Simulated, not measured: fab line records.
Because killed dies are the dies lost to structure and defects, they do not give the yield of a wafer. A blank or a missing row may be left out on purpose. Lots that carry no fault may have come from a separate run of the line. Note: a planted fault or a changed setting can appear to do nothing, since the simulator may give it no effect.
Split-lot study    flow berkeley-cmos170    5 lots, 23 wafers read, on a route of 331 steps

== ON THE SPLIT ==
At UCB170_SILICIDE_SPUTTER_01 (material Ti, target thk 30 nm, time 25 s), the setting time-s was moved away from the recipe's 25 s on 11 of the 23 wafers read, by -6.6% to +9.5%. For the rest of the wafers, this setting stayed at what the recipe calls for.

== FROM SPLIT TO READING: 1 step shown by the file between the two ==
- UCB170_SILICIDE_RS_MEAS_02: measures by four-point-probe

== THE READING ==
SILICIDE_TI_THK, in nm, at UCB170_SILICIDE_THK_MEAS_03 (measures by xrf). Typical for fault-free wafers on this fab line: 30.2 nm, with standard deviation 0.58 nm.

wafer   tool, chamber at the split  time-s as run, s  against the recipe  SILICIDE_TI_THK, nm  against lot-mates on the recipe
L074.1  pvd-sputter-01, -           27.37             +9.5%               32.2                 +2.8
L074.2  pvd-sputter-01, -           27.37             +9.5%               32.1                 +2.7
L074.3  pvd-sputter-01, -           25                recipe              29.4                 -
L074.5  pvd-sputter-01, -           25                recipe              29.6                 -
L074.6  pvd-sputter-01, -           25                recipe              29.2                 -
L075.1  pvd-sputter-02, -           25                recipe              30.9                 -
L075.2  pvd-sputter-02, -           23.35             -6.6%               28.5                 -2.2
L075.4  pvd-sputter-02, -           25                recipe              30.6                 -
L075.5  pvd-sputter-02, -           23.35             -6.6%               29.1                 -1.6
L075.6  pvd-sputter-02, -           23.35             -6.6%               28.8                 -1.9
L079.2  pvd-sputter-02, -           25                recipe              31.2                 -
L079.3  pvd-sputter-02, -           25                recipe              30.6                 -
L079.4  pvd-sputter-02, -           25                recipe              30.8                 -
L082.1  pvd-sputter-02, -           26.38             +5.5%               32.5                 +2.0
L082.2  pvd-sputter-02, -           26.38             +5.5%               32.2                 +1.7
L082.3  pvd-sputter-02, -           25                recipe              30.5                 -
L082.4  pvd-sputter-02, -           25                recipe              30.5                 -
L082.6  pvd-sputter-02, -           26.38             +5.5%               32.2                 +1.7
L081.1  pvd-sputter-03, -           25                recipe              30.2                 -
L081.2  pvd-sputter-03, -           27.35             +9.4%               33.1                 +2.7
L081.3  pvd-sputter-03, -           25                recipe              30.6                 -
L081.4  pvd-sputter-03, -           27.35             +9.4%               33.2                 +2.8
L081.6  pvd-sputter-03, -           27.35             +9.4%               33.2                 +2.8

THE FIT
A straight line over all 23 wafers: SILICIDE_TI_THK changes by +0.26 nm for each +1% of time-s; r = +0.93; the points scatter about the line by 0.56 nm.
The same after taking each lot's own level away (the mean of its wafers on the recipe; 23 wafers): +0.297 nm for each +1%; r = +0.99; scatter 0.19 nm.
On that fit, the largest move of time-s shifts the reading by 2.8 nm.
Measured against the standard deviation above, the lots' own levels, which go from 29.40 to 30.87 nm, span 2.5 times it.
Hence the slope depends on the lot-to-lot level, as the two fits are not the same.
Check: +2.83 nm against its lot-mates is what the line predicts for one of the wafers moved furthest among these (+9.5%) when that wafer is left out of the fit. Against them it came out at +2.8 nm.

== THE WHOLE CHAIN: every reading that the file lists as answering this split, in the file's order ==
step                         what it does                              reading                                                                            change (the file's fit)                r (the file's)
UCB170_SILICIDE_SPUTTER_01   material Ti, target thk 30 nm, time 25 s  Ti_of_SILICIDE_SPUTTER_01.thk-nm (the simulator's own value, which no gauge read)  +0.301 nm for each +1% of the setting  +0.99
UCB170_SILICIDE_RS_MEAS_02   measures by four-point-probe              SILICIDE_TI_RS                                                                     -0.285 for each +1% of the setting     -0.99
UCB170_SILICIDE_THK_MEAS_03  measures by xrf                           SILICIDE_TI_THK                                                                    +0.299 for each +1% of the setting     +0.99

== THE FILE'S OWN FIT ==
SILICIDE_TI_THK changes by +0.299 nm for each +1% of time-s, r = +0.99.
